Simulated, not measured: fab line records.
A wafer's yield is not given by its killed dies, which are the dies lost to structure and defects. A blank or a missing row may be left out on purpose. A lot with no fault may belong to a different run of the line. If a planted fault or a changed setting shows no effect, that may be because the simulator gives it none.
2 desks looking at one fault | flow berkeley-cmos170 | every desk sees just its own numbers, and what lay behind them comes last

== METROLOGY DESK ==
What the gauges read, lot by lot, whatever tool the lot ran on: means of the sampled wafers that have a number. The brackets show how far a lot's mean lies from the usual mean; more than 4 standard deviations puts the lot out of limits, marked OUT.
Columns: A = SILICIDE_TI_RS at UCB170_SILICIDE_RS_MEAS_02, usual 25.9 ohm/sq; B = SILICIDE_TI_THK at UCB170_SILICIDE_THK_MEAS_03, usual 30.1 nm; C = cd-nm at UCB170_M3_CD_MEAS_15, usual 700.2 nm
lot  | first seen here | A    | B    | C
L483 | day 6 11:57     | 25.8 | 30.0 | 700.5
L485 | day 7 02:45     | 25.9 | 30.1 | 698.7
L488 | day 7 12:14     | 25.6 | 30.4 | 701.7
L486 | day 7 12:16     | 26.1 | 30.1 | 701.8
L487 | day 7 12:24     | 25.5 | 30.5 | 698.3
L490 | day 8 01:23     | 25.9 | 30.2 | 699.9
L495 | day 9 00:05     | 26.4 | 29.6 | 700.1
L498 | day 9 14:28     | 25.6 | 30.4 | 700.6
L497 | day 9 14:41     | 26.0 | 30.2 | 701.1
L499 | day 10 05:00    | 26.3 | 29.7 | 699.5
L501 | day 10 10:35    | 26.2 | 29.8 | 702.0
L503 | day 10 20:45    | 26.0 | 30.0 | 699.6
L506 | day 10 20:56    | 25.8 | 30.3 | 697.1
This desk's verdict: no lot among the 13 shows anything out of limits.

== THE TOOL OWNER'S DESK: pvd-sputter-01 ==
The tool's own readings at UCB170_SILICIDE_SPUTTER_01 (material Ti, target thk 30 nm, time 25 s): means of the sampled wafers that have a number, for each lot that ran on this tool. The brackets show how far a lot's mean lies from the usual mean; more than 4 standard deviations puts the lot out of limits, marked OUT.
Columns: A = throttle-valve-pct at UCB170_SILICIDE_SPUTTER_01, usual 29.9 %
lot  | first seen here | A
L483 | day 6 11:54     | 30.0
L487 | day 7 12:22     | 29.9
L495 | day 9 00:02     | 30.4
This desk's verdict: no lot among the 3 shows anything out of limits.

== TAKEN TOGETHER ==
From the metrology desk's view, nothing was out of limits.
The tool owner's desk saw nothing out of limits.

== WHAT THE SIMULATOR HAD PUT IN ==
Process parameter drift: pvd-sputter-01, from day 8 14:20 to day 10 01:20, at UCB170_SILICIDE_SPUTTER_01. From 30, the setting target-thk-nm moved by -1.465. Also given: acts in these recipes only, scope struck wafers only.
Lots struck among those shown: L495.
